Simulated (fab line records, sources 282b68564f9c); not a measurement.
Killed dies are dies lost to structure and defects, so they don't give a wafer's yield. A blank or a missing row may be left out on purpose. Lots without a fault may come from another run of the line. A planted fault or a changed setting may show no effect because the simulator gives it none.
Tool commonality check | flow rit_cmos | 14 lots, 42 wafers sampled

WHY IT WAS OPENED
At RIT_SDANNEAL_RS_MEAS_04 the reading PSD_RS is flagged on 2 of 14 lots. Wafers without a fault read 115.98 ohm/sq, standard deviation 0.24.
Rule: a lot is flagged when every wafer of it that has a number lies more than 4 standard deviations from that mean, or none has a number. The other lots count as sound.

lot  | measured    | on            | PSD_RS (ohm/sq), wafer by wafer | flag
L454 | day 3 11:58 | film_metro-01 | 115.96 115.95 115.92            |
L457 | day 3 23:20 | film_metro-03 | 116.16 116.07 115.91            |
L458 | day 4 04:43 | film_metro-01 | 116.21 115.91 115.76            |
L461 | day 4 18:28 | film_metro-01 | 115.78 115.96 115.84            |
L462 | day 5 00:07 | film_metro-03 | 115.68 115.81 115.84            |
L463 | day 5 03:58 | film_metro-03 | 116.12 116.20 116.11            |
L465 | day 5 13:52 | film_metro-01 | 116.09 115.83 116.12            |
L466 | day 5 18:38 | film_metro-03 | 115.64 115.75 115.62            |
L467 | day 5 22:59 | film_metro-03 | 116.08 116.07 116.13            |
L468 | day 6 02:52 | film_metro-01 | 94.08 93.73 94.09               | FLAGGED
L469 | day 6 10:41 | film_metro-02 | 116.12 116.43 116.24            |
L470 | day 6 12:32 | film_metro-02 | 94.42 94.27 94.17               | FLAGGED
L475 | day 7 15:35 | film_metro-01 | 116.22 116.03 116.14            |
L477 | day 8 04:21 | film_metro-03 | 116.21 116.11 116.03            |
The numbers of the flagged lots are 94.13 ohm/sq on average: -21.85 ohm/sq against the usual, or -91 standard deviations.

WHICH TOOL RAN EACH LOT
The record holds 1 process step before the reading, out of a route of 202 steps. In each cell: the tool, then ch and the chambers that the sampled wafers went through, then the start.
lot  | flag    | RIT_SDANNEAL_RTA_03
L454 |         | rtp_anneal-02 ch 0, day 3 11:54
L457 |         | rtp_anneal-01 ch 0, day 3 23:16
L458 |         | rtp_anneal-02 ch 0, day 4 04:39
L461 |         | rtp_anneal-01 ch 0, day 4 18:24
L462 |         | rtp_anneal-02 ch 0, day 5 00:04
L463 |         | rtp_anneal-01 ch 0, day 5 03:54
L465 |         | rtp_anneal-01 ch 0, day 5 13:48
L466 |         | rtp_anneal-02 ch 0, day 5 18:34
L467 |         | rtp_anneal-01 ch 0, day 5 22:55
L468 | FLAGGED | rtp_anneal-02 ch 0, day 6 02:48
L469 |         | rtp_anneal-01 ch 0, day 6 10:38
L470 | FLAGGED | rtp_anneal-02 ch 0, day 6 12:28
L475 |         | rtp_anneal-01 ch 0, day 7 15:28
L477 |         | rtp_anneal-01 ch 0, day 8 04:18
What these steps do:
- RIT_SDANNEAL_RTA_03: time 5 s.
- RIT_SDANNEAL_RS_MEAS_04: measures by four-point-probe.

FLAGGED OVER TOTAL, TOOL BY TOOL (the gauges that took the reading come last)
step                    | tool          | lots run | flagged | share of the flagged lots | sound lots run after its first flagged lot
RIT_SDANNEAL_RTA_03     | rtp_anneal-01 | 8        | 0       | none                      | -
RIT_SDANNEAL_RTA_03     | rtp_anneal-02 | 6        | 2       | all                       | 0
RIT_SDANNEAL_RS_MEAS_04 | film_metro-01 | 6        | 1       | some                      | 1 (L475)
RIT_SDANNEAL_RS_MEAS_04 | film_metro-02 | 2        | 1       | some                      | 0
RIT_SDANNEAL_RS_MEAS_04 | film_metro-03 | 6        | 0       | none                      | -

WHAT THE TABLE ALLOWS
1 row of the table ran every flagged lot: rtp_anneal-02 at RIT_SDANNEAL_RTA_03.
- rtp_anneal-02 at RIT_SDANNEAL_RTA_03: 2 of its 6 lots flagged. Its last sound lot is L466 (day 5 18:34), its first flagged lot L468 (day 6 02:48): a fault that began between those two fits. Its own readings lie more than 4 standard deviations out on every wafer of the flagged lots: wafer_temp_C_max.
One tool is left: rtp_anneal-02 at RIT_SDANNEAL_RTA_03.

WHAT THE SIMULATOR HAD PUT IN
Process parameter drift: rtp_anneal-02, from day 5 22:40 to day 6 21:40, at RIT_SDANNEAL_RTA_03. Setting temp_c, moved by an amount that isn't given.
Lots struck among those shown: L468, L470. The rule above found the same.
